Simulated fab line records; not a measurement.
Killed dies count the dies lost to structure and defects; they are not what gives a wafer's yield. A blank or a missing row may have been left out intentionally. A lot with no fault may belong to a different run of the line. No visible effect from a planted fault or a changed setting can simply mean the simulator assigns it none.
The tool behind it: which one? :: flow rit-cmos :: 13 lots with 39 wafers sampled at 2 steps, on a route of 202 steps

WHAT THE GAUGES READ, wafer by wafer
No reading from a measuring or inspecting step in the record can be judged against a usual standard deviation.

WHICH TOOL RAN EACH LOT (tool, then ch and the chambers of the sampled wafers, then the start)
lot: L160
RIT_SPACER_ETCHBACK_05: rie-diel-01 ch 2,3, day 2 22:52
RIT_M1_PROBE_99: -

lot: L161
RIT_SPACER_ETCHBACK_05: rie-diel-04 ch 0,2,3, day 3 07:50
RIT_M1_PROBE_99: -

lot: L162
RIT_SPACER_ETCHBACK_05: rie-diel-01 ch 0,1, day 3 12:30
RIT_M1_PROBE_99: -

lot: L163
RIT_SPACER_ETCHBACK_05: rie-diel-03 ch 0,2,3, day 3 15:59
RIT_M1_PROBE_99: -

lot: L164
RIT_SPACER_ETCHBACK_05: rie-diel-03 ch 1,2,3, day 3 19:56
RIT_M1_PROBE_99: -

lot: L165
RIT_SPACER_ETCHBACK_05: rie-diel-01 ch 1,2, day 4 03:46
RIT_M1_PROBE_99: -

lot: L166
RIT_SPACER_ETCHBACK_05: rie-diel-03 ch 0,2, day 4 08:25
RIT_M1_PROBE_99: -

lot: L167
RIT_SPACER_ETCHBACK_05: rie-diel-04 ch 0,1,3, day 4 10:37
RIT_M1_PROBE_99: -

lot: L168
RIT_SPACER_ETCHBACK_05: rie-diel-01 ch 1,2,3, day 4 15:19
RIT_M1_PROBE_99: -

lot: L176
RIT_SPACER_ETCHBACK_05: rie-diel-01 ch 0,2,3, day 6 07:30
RIT_M1_PROBE_99: prober-02, day 6 19:44

lot: L177
RIT_SPACER_ETCHBACK_05: rie-diel-01 ch 0,2,3, day 6 10:53
RIT_M1_PROBE_99: -

lot: L179
RIT_SPACER_ETCHBACK_05: rie-diel-04 ch 1,2, day 6 22:26
RIT_M1_PROBE_99: -

lot: L183
RIT_SPACER_ETCHBACK_05: rie-diel-04 ch 1,2,3, day 7 17:38
RIT_M1_PROBE_99: -
- RIT_SPACER_ETCHBACK_05: etches Si3N4 in SF6/CHF3, stops on SiO2, target depth 250 nm, time 240 s.
- RIT_M1_PROBE_99

WHAT THE TOOLS THEMSELVES READ (means of the sampled wafers that have a number; where no wafer has one, the mark that the record gives instead)
RIT_SPACER_ETCHBACK_05. Usual: drypump-motor-current-A 5.95 A, standard deviation 0.21; oes-product-au 0.831 a.u., standard deviation 0.014; rf-fwd-power-W 249.3 W, standard deviation 0.83; throttle-valve-pct 10.22 %, standard deviation 0.12.
lot: L160
tool: rie-diel-01
drypump-motor-current-A (A): 5.93
oes-product-au (a.u.): 0.822
rf-fwd-power-W (W): 249.5
throttle-valve-pct (%): 10.17
flag: 

lot: L161
tool: rie-diel-04
drypump-motor-current-A (A): 5.83
oes-product-au (a.u.): 0.816
rf-fwd-power-W (W): 249.1
throttle-valve-pct (%): 10.13
flag: 

lot: L162
tool: rie-diel-01
drypump-motor-current-A (A): 6.08
oes-product-au (a.u.): 0.844
rf-fwd-power-W (W): 249.4
throttle-valve-pct (%): 10.23
flag: 

lot: L163
tool: rie-diel-03
drypump-motor-current-A (A): 5.91
oes-product-au (a.u.): 0.831
rf-fwd-power-W (W): 250.2
throttle-valve-pct (%): 10.29
flag: 

lot: L164
tool: rie-diel-03
drypump-motor-current-A (A): 5.66
oes-product-au (a.u.): 0.829
rf-fwd-power-W (W): 248.5
throttle-valve-pct (%): 10.27
flag: 

lot: L165
tool: rie-diel-01
drypump-motor-current-A (A): 5.94
oes-product-au (a.u.): 0.838
rf-fwd-power-W (W): 249.5
throttle-valve-pct (%): 10.24
flag: 

lot: L166
tool: rie-diel-03
drypump-motor-current-A (A): 5.76
oes-product-au (a.u.): 0.836
rf-fwd-power-W (W): 249.8
throttle-valve-pct (%): 10.26
flag: 

lot: L167
tool: rie-diel-04
drypump-motor-current-A (A): 5.67
oes-product-au (a.u.): 0.825
rf-fwd-power-W (W): 249.8
throttle-valve-pct (%): 10.29
flag: 

lot: L168
tool: rie-diel-01
drypump-motor-current-A (A): 6.00
oes-product-au (a.u.): 0.836
rf-fwd-power-W (W): 249.1
throttle-valve-pct (%): 10.18
flag: 

lot: L176
tool: rie-diel-01
drypump-motor-current-A (A): 5.97
oes-product-au (a.u.): 0.828
rf-fwd-power-W (W): 349.2
throttle-valve-pct (%): 10.17
flag: OFF

lot: L177
tool: rie-diel-01
drypump-motor-current-A (A): 5.99
oes-product-au (a.u.): 0.822
rf-fwd-power-W (W): 349.3
throttle-valve-pct (%): 10.17
flag: OFF

lot: L179
tool: rie-diel-04
drypump-motor-current-A (A): 5.89
oes-product-au (a.u.): 0.831
rf-fwd-power-W (W): 250.3
throttle-valve-pct (%): 10.41
flag: 

lot: L183
tool: rie-diel-04
drypump-motor-current-A (A): 5.78
oes-product-au (a.u.): 0.839
rf-fwd-power-W (W): 248.7
throttle-valve-pct (%): 10.26
flag: 

RIT_M1_PROBE_99. Usual: killed-at-contacts 0.1, standard deviation 0.25; killed-at-front-end 6.3, standard deviation 2.9; killed-dies 6.4, standard deviation 2.9; killed-open 3.3, standard deviation 2.1; killed-short 3.1, standard deviation 1.7.
lot: L176
tool: prober-02
killed-at-contacts: 0.0
killed-at-front-end: 7.0
killed-dies: 7.0
killed-open: 4.3
killed-short: 2.7
flag: 

THE ANSWER, worked out from the rows above alone
Rule: take the mean of a lot's wafers that have a number; if it is more than 3 standard deviations from the usual mean, the lot is off. A lot without any number at a reading at which 4 lots or more have one is off too. Where the step has rows for the other lots, those lots are counted as sound. The gauges are gone through in route order, then the tools' own readings, and for those a lot's mean is taken as printed above. At the first step where some lot is off, the reading lying furthest off is the one used; lots without a number count as furthest.
Off: L176, L177, at RIT_SPACER_ETCHBACK_05 (rf-fwd-power-W).
A tool fits if, at that step or a process step before it, it ran every lot that is off, and no sound lot after the first of them. One fits: rie-diel-01 at RIT_SPACER_ETCHBACK_05. Its last sound lot is L168 (day 4 15:19), its first lot that is off L176 (day 6 07:30): a fault that began between those two fits.
On the lots that are off, the tool's own readings at RIT_SPACER_ETCHBACK_05 differ by more than 5 times the standard deviation of the sound lots' means, which bears it out; rf-fwd-power-W reads 349.2 W there versus 249.4 W on the sound lots.

WHAT THE SIMULATOR HAD PUT IN
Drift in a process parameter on rie-diel-01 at RIT_SPACER_ETCHBACK_05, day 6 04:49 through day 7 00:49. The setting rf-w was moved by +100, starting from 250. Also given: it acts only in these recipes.
Shown lots that were struck: L176, L177. The rule above found the same.
